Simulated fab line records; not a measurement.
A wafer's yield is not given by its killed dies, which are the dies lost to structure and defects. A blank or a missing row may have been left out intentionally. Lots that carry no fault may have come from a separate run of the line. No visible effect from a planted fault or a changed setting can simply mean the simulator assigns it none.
Lot-split experiment | flow rit_cmos | 5 lots, 23 wafers read, on a route of 202 steps

ABOUT THE SPLIT
At RIT_ACTIVE_CVD_03 (deposits Si3N4 from SiH2Cl2/NH3, target thk 150 nm, time 1500 s), the setting pressure_mtorr was moved away from the recipe's 300 mTorr on 20 of the 23 wafers read, by -14.4% to +14.9%. The other wafers ran this setting at the recipe's value.

The file shows no step between the split and the reading.

THE READING
Values of ACTIVE_NITRIDE_THK in nm from RIT_ACTIVE_THK_MEAS_04. On this fab line, fault-free wafers typically give 149.6 nm with a standard deviation of 1.2 nm.

wafer  | tool, chamber at the split | pressure_mtorr as run, mTorr | against the recipe | ACTIVE_NITRIDE_THK, nm | against lot-mates on the recipe
L074.1 | -, -                       | 314.7                        | +4.9%              | 153.3                  | no lot-mate on the recipe
L074.2 | -, -                       | 314.7                        | +4.9%              | 153.7                  | no lot-mate on the recipe
L074.4 | -, -                       | 314.7                        | +4.9%              | 152.6                  | no lot-mate on the recipe
L074.5 | -, -                       | 314.7                        | +4.9%              | 152.9                  | no lot-mate on the recipe
L074.6 | -, -                       | 314.7                        | +4.9%              | 152.7                  | no lot-mate on the recipe
L076.1 | -, -                       | 344.6                        | +14.9%             | 156.1                  | no lot-mate on the recipe
L076.3 | -, -                       | 344.6                        | +14.9%             | 157.3                  | no lot-mate on the recipe
L076.4 | -, -                       | 344.6                        | +14.9%             | 155.5                  | no lot-mate on the recipe
L076.5 | -, -                       | 344.6                        | +14.9%             | 156.5                  | no lot-mate on the recipe
L076.6 | -, -                       | 344.6                        | +14.9%             | 156.0                  | no lot-mate on the recipe
L077.1 | -, -                       | 264.1                        | -12.0%             | 144.4                  | no lot-mate on the recipe
L077.2 | -, -                       | 264.1                        | -12.0%             | 144.4                  | no lot-mate on the recipe
L077.3 | -, -                       | 264.1                        | -12.0%             | 142.8                  | no lot-mate on the recipe
L077.5 | -, -                       | 264.1                        | -12.0%             | 143.6                  | no lot-mate on the recipe
L077.6 | -, -                       | 264.1                        | -12.0%             | 143.2                  | no lot-mate on the recipe
L079.1 | lpcvd-02, 0                | 300                          | recipe             | 148.9                  | -
L079.2 | lpcvd-02, 0                | 300                          | recipe             | 149.9                  | -
L079.4 | lpcvd-02, 0                | 300                          | recipe             | 149.1                  | -
L084.1 | -, -                       | 256.7                        | -14.4%             | 143.5                  | no lot-mate on the recipe
L084.2 | -, -                       | 256.7                        | -14.4%             | 144.1                  | no lot-mate on the recipe
L084.3 | -, -                       | 256.7                        | -14.4%             | 142.1                  | no lot-mate on the recipe
L084.4 | -, -                       | 256.7                        | -14.4%             | 142.9                  | no lot-mate on the recipe
L084.5 | -, -                       | 256.7                        | -14.4%             | 143.0                  | no lot-mate on the recipe

FIT RESULTS
A straight line over all 23 wafers: ACTIVE_NITRIDE_THK changes by +0.472 nm for each +1% of pressure_mtorr; r = +0.99; the points scatter about the line by 0.85 nm.
Too few moved wafers with a lot-mate on the recipe to fit a line net of each lot's own level.

THE WHOLE CHAIN: every reading that the file lists as answering this split, in the file's order
step                   | what it does                                                        | reading                                                                        | change (the file's fit)               | r (the file's)
RIT_ACTIVE_CVD_03      | deposits Si3N4 from SiH2Cl2/NH3, target thk 150 nm, time 1500 s     | Si3N4_of_ACTIVE_CVD_03.thk_nm (the simulator's own value, which no gauge read) | +0.473 nm for each +1% of the setting | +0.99
RIT_ACTIVE_THK_MEAS_04 |                                                                     | ACTIVE_NITRIDE_THK                                                             | +0.472 for each +1% of the setting    | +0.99
RIT_ACTIVE_ETCH_13     | etches Si3N4 in SF6, stops on SiO2, time 210 s, target depth 210 nm | etch.depth_nm (the simulator's own value, which no gauge read)                 | +0.456 nm for each +1% of the setting | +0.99
RIT_ACTIVE_ETCH_13     | etches Si3N4 in SF6, stops on SiO2, time 210 s, target depth 210 nm | ACTIVE.feature_depth_nm (the simulator's own value, which no gauge read)       | +0.477 nm for each +1% of the setting | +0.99

THE FILE'S OWN FIT
ACTIVE_NITRIDE_THK changes by +0.472 nm for each +1% of pressure_mtorr, r = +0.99.
